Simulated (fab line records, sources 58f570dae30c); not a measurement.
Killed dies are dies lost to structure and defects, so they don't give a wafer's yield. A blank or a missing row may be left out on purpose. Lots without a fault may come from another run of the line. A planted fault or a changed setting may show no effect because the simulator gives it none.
Split-lot experiment | flow berkeley_cmos170 | 5 lots, 23 wafers read, on a route of 331 steps

THE SPLIT
At UCB170_SCREENOX_OXIDATION_01 (target thk 14.4 nm, ox time 2400 s), the setting temp_c was moved away from the recipe's 900 C on 15 of the 23 wafers read, by -1.9% to +0.9%. The other wafers ran this setting at the recipe's value.

The file shows no step between the split and the reading.

THE READING
SCREENOX_OXIDE_THK, in nm, at UCB170_SCREENOX_THK_MEAS_02. Fault-free wafers of this fab line usually give 14.3 nm, standard deviation 0.3 nm.

wafer  | tool, chamber at the split | temp_c as run, C | against the recipe | SCREENOX_OXIDE_THK, nm | against lot-mates on the recipe
L077.1 | furnace-02, 0              | 900              | recipe             | 14.0                   | -
L077.4 | furnace-02, 0              | 900              | recipe             | 14.3                   | -
L077.5 | furnace-02, 0              | 900              | recipe             | 14.3                   | -
L078.2 | -, -                       | 883.2            | -1.9%              | 12.0                   | no lot-mate on the recipe
L078.3 | -, -                       | 883.2            | -1.9%              | 11.8                   | no lot-mate on the recipe
L078.4 | -, -                       | 883.2            | -1.9%              | 11.5                   | no lot-mate on the recipe
L078.5 | -, -                       | 883.2            | -1.9%              | 11.8                   | no lot-mate on the recipe
L078.6 | -, -                       | 883.2            | -1.9%              | 11.8                   | no lot-mate on the recipe
L080.1 | -, -                       | 900              | recipe             | 13.6                   | -
L080.2 | -, -                       | 900              | recipe             | 13.6                   | -
L080.3 | -, -                       | 900              | recipe             | 13.7                   | -
L080.5 | -, -                       | 900              | recipe             | 13.5                   | -
L080.6 | -, -                       | 900              | recipe             | 13.9                   | -
L084.1 | -, -                       | 908.5            | +0.9%              | 15.4                   | no lot-mate on the recipe
L084.2 | -, -                       | 908.5            | +0.9%              | 15.3                   | no lot-mate on the recipe
L084.3 | -, -                       | 908.5            | +0.9%              | 15.2                   | no lot-mate on the recipe
L084.5 | -, -                       | 908.5            | +0.9%              | 15.4                   | no lot-mate on the recipe
L084.6 | -, -                       | 908.5            | +0.9%              | 15.3                   | no lot-mate on the recipe
L085.1 | -, -                       | 908.1            | +0.9%              | 15.6                   | no lot-mate on the recipe
L085.3 | -, -                       | 908.1            | +0.9%              | 15.3                   | no lot-mate on the recipe
L085.4 | -, -                       | 908.1            | +0.9%              | 15.5                   | no lot-mate on the recipe
L085.5 | -, -                       | 908.1            | +0.9%              | 15.3                   | no lot-mate on the recipe
L085.6 | -, -                       | 908.1            | +0.9%              | 15.5                   | no lot-mate on the recipe

THE FIT
A straight line over all 23 wafers: SCREENOX_OXIDE_THK changes by +1.29 nm for each +1% of temp_c; r = +0.98; the points scatter about the line by 0.27 nm.
Too few moved wafers have a lot-mate on the recipe to fit a line with each lot's own level taken away.

THE WHOLE CHAIN: every reading that the file lists as answering this split, in the file's order
step                         | what it does                       | reading                                                                               | change (the file's fit)              | r (the file's)
UCB170_SCREENOX_OXIDATION_01 | target thk 14.4 nm, ox time 2400 s | SiO2_of_SCREENOX_OXIDATION_01.thk_nm (the simulator's own value, which no gauge read) | +1.28 nm for each +1% of the setting | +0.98
UCB170_SCREENOX_THK_MEAS_02  |                                    | SCREENOX_OXIDE_THK                                                                    | +1.28 for each +1% of the setting    | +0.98

THE FILE'S OWN FIT
SCREENOX_OXIDE_THK changes by +1.28 nm for each +1% of temp_c, r = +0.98.
